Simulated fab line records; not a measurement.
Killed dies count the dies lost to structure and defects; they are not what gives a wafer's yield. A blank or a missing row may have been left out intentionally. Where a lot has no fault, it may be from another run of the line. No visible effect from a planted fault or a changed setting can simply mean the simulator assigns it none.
A lot that was struck, set against a sound lot + flow rit-cmos + 18 steps out of a route of 202
Sound: wafers L663.1, L663.2, L663.4. Wafers struck: L668.1, L668.3, L668.5. The cause is given at the end.
Each step with rows lists, per side, the tool, then ch with its chambers, then its first start. Under that, the readings that differ: sound wafers + struck wafers + difference of the means + sigmas: that difference in standard deviations of wafers without a fault.
alike: readings whose means differ by less than 2 such deviations, and words and numbers that are the same on both sides. not compared: withheld readings, readings that some wafer has no value for, bounds like >300 that may hide the same value, and numbers for which the record gives no deviation and whose values overlap.
Wherever a step has rows on one side only, a row that says differs or no value, or a row with sigmas, the two part there. When numbers do not overlap yet have no deviation, they are printed without sigmas and do not part them. A reading missing from all wafers of one side parts the sides only when that side holds two or more wafers.

first, 2 steps without rows for these wafers: RIT_ACTIVE_CLEAN_17 (cleans in SC2, time 600 s); RIT_FOX1_OXIDATION_00 (target thk 350.7 nm, ox time 1130 s).
RIT_FOX1_THK_MEAS_01:
  sound: film-metro-04 at day 3 01:44; struck: film-metro-02 at day 3 23:59
  alike: FOX1_OXIDE_THK
then, 2 steps without rows for these wafers: RIT_FOX1_WET_ETCH_02 (etches SiO2 in BOE, target depth 350 nm, time 390 s); RIT_FOX2_OXIDATION_00 (target thk 350.7 nm, ox time 1130 s).
RIT_FOX2_THK_MEAS_01:
  sound: film-metro-03 at day 3 03:26; struck: film-metro-01 at day 4 01:29
  alike: FOX2_OXIDE_THK
then, 2 steps without rows for these wafers: RIT_FOX2_CLEAN_02 (cleans in dHF, time 180 s); RIT_FOX2_WET_ETCH_03 (etches Si3N4 in H3PO4, target depth 195 nm, time 2700 s).
RIT_FOX2_THK_MEAS_90:
  sound: film-metro-03 at day 3 04:18; struck: film-metro-04 at day 4 02:22
  alike: FIELD_OXIDE_LEFT_1_THK
then, 3 steps without rows for these wafers: RIT_NWELL_HMDS_00 (prime time 60 s); RIT_NWELL_COAT_01 (resist thk 1300 nm); RIT_NWELL_SOFTBAKE_02 (time 60 s).
RIT_NWELL_EXPOSE_03: exposes mask M2, target cd 43900 nm.
  sound on iline-stepper-01 ch 0, day 3 05:02; struck on iline-stepper-01 ch 0, day 4 03:00
| reading                       | sound                | struck                        | difference | sigmas |
|-------------------------------|----------------------|-------------------------------|------------|--------|
| model.NWELL.overlay-x-nm (nm) | 0.9828 0.9828 0.9828 | 1.103e+04 1.103e+04 1.103e+04 | +1.103e+04 |        |
  alike: mask
then, 2 steps without rows for these wafers: RIT_NWELL_PEB_04; RIT_NWELL_DEVELOP_05 (develop time 68 s).
RIT_NWELL_OVL_MEAS_06:
  sound: overlay-01 at day 3 05:28; struck: overlay-02 at day 4 03:26
| reading        | sound       | struck | difference                    | sigmas |
|----------------|-------------|--------|-------------------------------|--------|
| NWELL_OVL (nm) | 4.0 2.7 2.5 | - - -  | no value on the struck wafers |        |
then, 1 step without rows for these wafers: RIT_NWELL_HARDBAKE_07 (time 120 s).
RIT_M1_PROBE_99:
  sound: prober-01 at day 4 22:28; struck: prober-02 at day 5 23:28
| reading                                 | sound             | struck            | difference | sigmas |
|-----------------------------------------|-------------------|-------------------|------------|--------|
| killed-at-front-end                     | 3 9 3             | 264 263 264       | +259       | +83    |
| killed-dies                             | 5 9 3             | 264 264 264       | +258       | +83    |
| killed-on-rim                           | 1 1 0             | 70 70 70          | +69        | +46    |
| model.etest.well-edge-left.line-ohm-um  | 184.3 181.2 180.1 | 2105 2124 2087    | +1923      |        |
| model.etest.nmos_0p3.r-on-ohm-um        | 2143 2147 2090    | 1828 1869 1870    | -271       |        |
| model.etest.nmos-turned.drive-ua-um     | 327.3 324 335.3   | 490 492.4 479.4   | +158       |        |
| model.etest.nmos_0p15.drive-ua-um       | 470.7 461.1 478.9 | 607.1 610.4 598   | +134.9     |        |
| model.etest.nmos_0p15.r-on-ohm-um       | 1150 1129 1089    | 945 993.7 992.9   | -145       |        |
| model.etest.nmos_0p3.drive-ua-um        | 230.5 225.1 232.4 | 300.5 303.2 295.1 | +70.3      |        |
| model.etest.nmos-narrow.drive-ua-um     | 225.1 222.5 224.5 | 264.2 271.3 262.3 | +41.9      |        |
| model.etest.well-edge-right.line-ohm-um | 181.3 180.8 184.3 | 155.4 155.9 157   | -26.0      |        |
  alike: killed-at-contacts, killed-open, killed-short

== WHERE THEY PART ==
Earliest at RIT_NWELL_OVL_MEAS_06; latest, in this record, at RIT_M1_PROBE_99.

WHY: the cause the simulator had injected
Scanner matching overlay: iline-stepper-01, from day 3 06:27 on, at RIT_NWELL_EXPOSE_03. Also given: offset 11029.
